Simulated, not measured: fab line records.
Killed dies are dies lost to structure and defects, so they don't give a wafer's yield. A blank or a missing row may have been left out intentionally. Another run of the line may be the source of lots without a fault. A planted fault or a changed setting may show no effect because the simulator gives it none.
Struck lot and sound lot, side by side | flow rit cmos | 15 steps out of a route of 202
Sound: wafers L201.3, L201.5, L201.6. Struck: wafers L220.1, L220.5, L220.6. The cause is named last.
At each step with rows: each side's tool, then ch and its chambers, then its first start. Under that, the readings that differ: sound wafers | struck wafers | difference of the means | sigmas: that difference in standard deviations of wafers without a fault.
alike: a reading whose means differ by less than 2 such deviations, as well as words and numbers matching on both sides. not compared: withheld readings; readings where some wafer has no value; bounds like >300 that might hide an equal value; numbers whose values overlap and for which the record gives no deviation.
Wherever a step has rows on one side only, a row that says differs or no value, or a row with sigmas, the two part there. Non-overlapping numbers with no deviation appear without sigmas and do not part them. A reading missing from all wafers of one side parts the sides only when that side holds two or more wafers.

RIT_GATE_THK_MEAS_07:
  sound on film metro-04 at day 2 11:29; struck on film metro-04 at day 7 11:04
  alike: GATE_OXIDE_THK
then, 1 step without rows for these wafers: RIT_GATE_CVD_08 (deposits poly-Si from SiH4, target thk 250 nm, time 2220 s).
RIT_GATE_THK_MEAS_09:
  sound on film metro-04 at day 2 13:10; struck on film metro-01 at day 7 12:44
  alike: GATE_POLY_THK
then, 6 steps without rows for these wafers: RIT_GATE_HMDS_10 (prime time 60 s); RIT_GATE_COAT_11 (resist thk 850 nm); RIT_GATE_SOFTBAKE_12 (time 60 s); RIT_GATE_EXPOSE_13 (exposes mask M6, target cd 150 nm); RIT_GATE_PEB_14; RIT_GATE_DEVELOP_15 (develop time 50 s).
RIT_GATE_CD_MEAS_16: the cd target is 150 nm.
  sound on cd sem-01 at day 2 14:09; struck on cd sem-01 at day 7 13:54
  reading    | sound             | struck            | difference | sigmas
  cd nm (nm) | 143.6 146.0 145.4 | 151.4 150.7 151.0 | +6.0       | +3
RIT_GATE_OVL_MEAS_17:
  sound on overlay-01 at day 2 14:14; struck on overlay-01 at day 7 14:01
  alike: GATE_OVL
then, 1 step without rows for these wafers: RIT_GATE_HARDBAKE_18 (time 60 s).
RIT_GATE_ETCH_19: etches poly-Si in SF6/CHF3/O2, stops on SiO2, time 165 s, target depth 312.5 nm.
  sound on rie si-01 ch 0,1,3, day 2 14:25; struck on rie si-02 ch 0,2,3, day 7 14:13
  reading                                   | sound             | struck            | difference | sigmas
  oes product au (a.u.)                     | 0.867 0.847 0.833 | 0.755 0.777 0.788 | -0.076     | -5
  model.GATE.feature depth nm (nm)          | 252 253.1 251.4   | 211.2 227.6 221.1 | -32.2      |
  model.etch.depth nm (nm)                  | 252 253.1 251.4   | 211.2 227.6 221.1 | -32.2      |
  model.NOVOLAK_of_GATE_COAT_11.thk nm (nm) | 663.7 672.9 667.9 | 695.5 691.2 691.8 | +24.7      |
  alike: drypump motor current A, throttle valve pct
  not compared: rf hours counter h
RIT_GATE_STRIP_20: strips in O2, time 180 s.
  sound on plasma asher-03 ch 0,1, day 2 14:35; struck on plasma asher-04 ch 0,1, day 7 14:19
  reading                     | sound       | struck      | difference | sigmas
  drypump motor current A (A) | 6.8 6.8 6.0 | 5.4 5.4 5.8 | -1.0       | -2
  not compared: rf hours counter h
RIT_M1_PROBE_99:
  rows exist in the record for the struck wafers here (prober-01, day 8 13:53), but not for the sound ones

## WHERE THEY PART
At RIT_GATE_CD_MEAS_16 first; at RIT_M1_PROBE_99 last (within this record only).

WHY: whatever the simulator had introduced
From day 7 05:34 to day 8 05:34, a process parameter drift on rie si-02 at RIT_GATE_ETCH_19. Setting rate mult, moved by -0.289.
